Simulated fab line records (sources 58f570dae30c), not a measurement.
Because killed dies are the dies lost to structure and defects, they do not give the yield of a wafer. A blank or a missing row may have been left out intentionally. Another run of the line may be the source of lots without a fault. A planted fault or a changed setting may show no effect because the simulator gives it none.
Chamber matching || flow berkeleyCmos170 || 4 sister chambers for UCB170_V1_CMP_02 on cmp-01
The step polishes SiO2. 14 wafers are shown with their chamber, then 7 later ones without.

## WAFERS, EACH WITH ITS CHAMBER
{"wafer": "L252.1", "chamber": 3, "motorCurrentA (A)": 15.4, "slurryFlowMlMin": 150.1}
{"wafer": "L252.2", "chamber": 0, "motorCurrentA (A)": 16.6, "slurryFlowMlMin": 149.4}
{"wafer": "L252.3", "chamber": 1, "motorCurrentA (A)": 15.3, "slurryFlowMlMin": 149.9}
{"wafer": "L256.1", "chamber": 0, "motorCurrentA (A)": 16.0, "slurryFlowMlMin": 150.5}
{"wafer": "L256.2", "chamber": 1, "motorCurrentA (A)": 14.6, "slurryFlowMlMin": 150.0}
{"wafer": "L256.6", "chamber": 2, "motorCurrentA (A)": 15.7, "slurryFlowMlMin": 150.3}
{"wafer": "L259.2", "chamber": 3, "motorCurrentA (A)": 15.1, "slurryFlowMlMin": 150.6}
{"wafer": "L259.4", "chamber": 2, "motorCurrentA (A)": 15.3, "slurryFlowMlMin": 150.3}
{"wafer": "L259.5", "chamber": 1, "motorCurrentA (A)": 15.5, "slurryFlowMlMin": 150.0}
{"wafer": "L263.1", "chamber": 2, "motorCurrentA (A)": 14.3, "slurryFlowMlMin": 150.3}
{"wafer": "L263.3", "chamber": 3, "motorCurrentA (A)": 15.3, "slurryFlowMlMin": 149.9}
{"wafer": "L263.6", "chamber": 2, "motorCurrentA (A)": 14.1, "slurryFlowMlMin": 149.6}
{"wafer": "L266.1", "chamber": 2, "motorCurrentA (A)": 14.5, "slurryFlowMlMin": 149.7}
{"wafer": "L266.4", "chamber": 3, "motorCurrentA (A)": 14.6, "slurryFlowMlMin": 150.1}

SIGNATURES (averages over the wafers above)
{"reading": "motorCurrentA", "chamber 0": 16.300, "chamber 1": 15.133, "chamber 2": 14.780, "chamber 3": 15.100, "scatter within a chamber": 0.538}
{"reading": "slurryFlowMlMin", "chamber 0": 149.950, "chamber 1": 149.967, "chamber 2": 150.040, "chamber 3": 150.175, "scatter within a chamber": 0.373}
Rule: distance of a wafer from a chamber = root of the sum over the readings of ((wafer's reading minus chamber's mean) / reading's scatter) squared. The wafer belongs to the nearest chamber; if the next one is less than 2 further off, it can't be placed. The scatter: take each reading less its chamber's mean, square it, sum over the shown wafers, divide by the number of wafers less the number of chambers, and take the root.

## WAFERS MISSING THEIR CHAMBER
{"wafer": "L266.5", "motorCurrentA (A)": 14.9, "slurryFlowMlMin": 149.7}
{"wafer": "L269.1", "motorCurrentA (A)": 14.7, "slurryFlowMlMin": 149.3}
{"wafer": "L269.2", "motorCurrentA (A)": 15.4, "slurryFlowMlMin": 150.0}
{"wafer": "L269.5", "motorCurrentA (A)": 14.7, "slurryFlowMlMin": 149.3}
{"wafer": "L267.1", "motorCurrentA (A)": 15.5, "slurryFlowMlMin": 149.7}
{"wafer": "L267.3", "motorCurrentA (A)": 14.9, "slurryFlowMlMin": 149.6}
{"wafer": "L267.5", "motorCurrentA (A)": 14.9, "slurryFlowMlMin": 150.1}

## CHAMBER TAKEN BY EACH
{"wafer": "L266.5", "from the rows above": "can't be placed: 1 or 2 or 3 or 0", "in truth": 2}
{"wafer": "L269.1", "from the rows above": "can't be placed: 1 or 2 or 3 or 0", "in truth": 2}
{"wafer": "L269.2", "from the rows above": "can't be placed: 1 or 3 or 2 or 0", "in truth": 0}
{"wafer": "L269.5", "from the rows above": "can't be placed: 1 or 2 or 3 or 0", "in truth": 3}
{"wafer": "L267.1", "from the rows above": "can't be placed: 1 or 3 or 2 or 0", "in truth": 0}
{"wafer": "L267.3", "from the rows above": "can't be placed: 1 or 2 or 3 or 0", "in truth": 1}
{"wafer": "L267.5", "from the rows above": "can't be placed: 2 or 3 or 1", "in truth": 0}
0 of 7 placed correctly. From these rows, 7 cannot be placed; in 6 the true chamber is one of the candidates. Wrongly placed: 0.
